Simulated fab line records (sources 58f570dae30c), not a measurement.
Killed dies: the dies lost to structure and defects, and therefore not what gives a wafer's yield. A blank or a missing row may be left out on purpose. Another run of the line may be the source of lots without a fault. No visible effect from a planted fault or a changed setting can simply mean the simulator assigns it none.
The tool behind it: which one?    flow berkeleyCmos170    Sampling: 14 lots, 42 wafers, 2 of 331 route steps

WHAT THE GAUGES READ, wafer by wafer
UCB170_NWELL_THK_MEAS_02. Usual: NWELL_OXIDE_THK 24.0 nm, standard deviation 0.45.
lot   measured     on            NWELL_OXIDE_THK (nm)  flag
L353  day 2 01:39  filmMetro-03  23.6 23.8 23.8        
L355  day 2 12:34  filmMetro-02  24.5 24.1 24.5        
L356  day 2 16:21  filmMetro-02  24.4 24.1 24.4        
L357  day 2 20:57  filmMetro-02  24.3 24.3 23.8        
L358  day 3 05:56  filmMetro-04  24.6 24.3 24.1        
L360  day 3 12:40  filmMetro-03  23.7 24.2 24.1        
L361  day 3 18:41  filmMetro-03  23.9 24.5 23.8        
L364  day 4 11:40  filmMetro-03  24.0 24.4 24.2        
L367  day 4 22:55  filmMetro-03  23.9 23.5 23.9        
L368  day 5 05:49  filmMetro-02  24.2 24.4 24.5        
L369  day 5 12:58  filmMetro-03  24.1 24.3 24.7        
L371  day 5 22:25  filmMetro-03  22.9 23.0 22.8        
L372  day 6 06:30  filmMetro-03  24.1 24.6 24.2        
L374  day 6 15:09  filmMetro-04  24.4 24.0 24.0        

UCB170_ACTIVE_THK_MEAS_06. Usual: ACTIVE_NITRIDE_THK 224.3 nm, standard deviation 1.8.
lot   measured     on            ACTIVE_NITRIDE_THK (nm)  flag
L353  day 4 09:27  filmMetro-04  225.3 226.2 225.0        
L355  day 4 15:07  filmMetro-02  221.6 222.4 221.8        
L356  day 5 06:40  filmMetro-04  227.9 225.8 228.8        
L357  day 4 22:05  filmMetro-01  223.9 223.6 224.6        
L358  day 5 06:39  filmMetro-02  223.7 225.2 224.2        
L360  day 5 17:49  filmMetro-02  223.3 223.1 223.9        
L361  day 6 04:27  filmMetro-02  224.2 219.4 224.1        
L364  day 6 09:32  filmMetro-04  224.9 225.3 222.8        
L367  day 7 01:34  filmMetro-04  225.6 227.0 224.6        
L368  day 7 12:46  filmMetro-04  223.1 224.3 224.2        
L369  day 7 19:43  filmMetro-01  223.6 223.2 224.2        
L371  day 8 05:46  filmMetro-01  227.2 226.4 226.3        
L372  day 8 11:51  filmMetro-04  220.7 222.4 222.0        
L374  day 8 20:31  filmMetro-01  227.1 225.6 225.8        

WHAT TOOL EACH LOT RAN ON (gives the tool, then ch and the chambers of the sampled wafers, and finally the start)
No process step before these readings appears in the record.

AS READ BY THE TOOLS THEMSELVES (means over the sampled wafers that have a number; for cases with no such wafer, the mark the record gives instead)
The record holds no such reading with a usual standard deviation.

THE ANSWER, worked out from the rows above alone
Rule: a lot is off if the mean of its wafers that have a number lies more than 3 standard deviations from the usual mean. Also off: a lot with no number at a reading for which 4 or more lots have one. All remaining lots with rows at the step are treated as sound. Order of review: gauges by route order, followed by the tools' own readings, for which a lot's mean as printed above is used. The first step at which some lot is off is used, and at that step the reading that is off furthest; a lot without a number counts as furthest.
No lot is off on any of the readings shown, so nothing can be concluded from this.

WHAT THE SIMULATOR HAD PUT IN
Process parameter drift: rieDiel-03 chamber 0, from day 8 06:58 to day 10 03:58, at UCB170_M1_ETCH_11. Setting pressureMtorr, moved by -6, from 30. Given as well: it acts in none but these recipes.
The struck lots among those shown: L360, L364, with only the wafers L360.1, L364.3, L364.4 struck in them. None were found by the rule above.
